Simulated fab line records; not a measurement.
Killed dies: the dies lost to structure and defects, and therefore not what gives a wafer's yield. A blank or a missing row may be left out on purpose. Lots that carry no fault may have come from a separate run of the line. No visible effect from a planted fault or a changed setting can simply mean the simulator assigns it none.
Comparing a struck lot with a sound one / flow rit_cmos / 15 out of 202 route steps
Sound: wafers L525.1, L525.4, L525.5. Wafers L527.2, L527.3, L527.6 were the ones struck. Last of all comes the cause.
At each step with rows: each side's tool, then ch and its chambers, then its first start. Under that, the readings that differ: sound wafers / struck wafers / difference of the means / sigmas: that difference in standard deviations of wafers without a fault.
alike: words and numbers the same on both sides, and readings whose means are apart by under 2 such deviations; not compared: readings that were withheld, readings missing a value for some wafer, numbers with overlapping values and no deviation given by the record, and bounds like >300 which may hide the same value.
The two part at a step that has a row with sigmas, a row that says differs or no value, or rows on one side only. Numbers that don't overlap but have no deviation are shown without sigmas and don't part them. A reading that every wafer of one side lacks parts them only if that side has two wafers or more.

first, 6 steps without rows for these wafers: RIT_CONTACT_HMDS_02 (prime time 60 s); RIT_CONTACT_COAT_03 (resist thk 1000 nm); RIT_CONTACT_SOFTBAKE_04 (time 60 s); RIT_CONTACT_EXPOSE_05 (exposes mask M11, target cd 1000 nm); RIT_CONTACT_PEB_06; RIT_CONTACT_DEVELOP_07 (develop time 120 s).
RIT_CONTACT_CD_MEAS_08: target cd 1000 nm.
  sound on cd_sem-02, day 5 06:08; struck on cd_sem-02, day 5 11:33
  alike: cd_nm
RIT_CONTACT_OVL_MEAS_09:
  sound on overlay-01, day 5 06:15; struck on overlay-02, day 5 11:40
  alike: CONTACT_OVL
then, 1 step without rows for these wafers: RIT_CONTACT_HARDBAKE_10 (time 60 s).
RIT_CONTACT_ETCH_11: etches SiO2 in CHF3/CF4/Ar, stops on TiSi2, target depth 480 nm, time 320 s.
  sound on rie_diel-01 ch 0,2,3, day 5 06:26; struck on rie_diel-01 ch 2,3, day 5 11:50
  alike: drypump_motor_current_A, oes_product_au, throttle_valve_pct
  not compared: rf_hours_counter_h
RIT_CONTACT_STRIP_12: strips in O2, time 180 s.
  sound on plasma_asher-03 ch 1, day 5 06:38; struck on plasma_asher-03 ch 0,1, day 5 12:02
  alike: drypump_motor_current_A
  not compared: rf_hours_counter_h
RIT_CONTACT_CD_MEAS_90: target cd 1000 nm.
  sound on cd_sem-02, day 5 06:48; struck on cd_sem-02, day 5 12:14
  alike: cd_nm
RIT_CONTACT_CLEAN_13: cleans in SC1, time 600 s.
  sound on wet_bench-02 ch 1, day 5 06:55; struck on wet_bench-01 ch 1, day 5 12:20
reading=bath_guard_temp_C (C); sound=74.5 75.0 74.7; struck=80.0 79.7 79.5; difference=+5.0; sigmas=+10
reading=temp_c (C); sound=74.90 75.07 75.13; struck=79.19 79.28 79.22; difference=+4.20; sigmas=+38
then, 1 step without rows for these wafers: RIT_CONTACT_CLEAN_14 (cleans in SC2, time 600 s).
RIT_M1_PROBE_99:
  rows exist in the record for the sound wafers here (prober-02, day 5 12:31), none for the struck ones

## WHERE THEY PART
First at RIT_CONTACT_CLEAN_13; last, within this record, at RIT_M1_PROBE_99.

WHY: the cause the simulator had injected
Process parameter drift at RIT_CONTACT_CLEAN_13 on wet_bench-01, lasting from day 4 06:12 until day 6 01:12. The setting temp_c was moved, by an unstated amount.
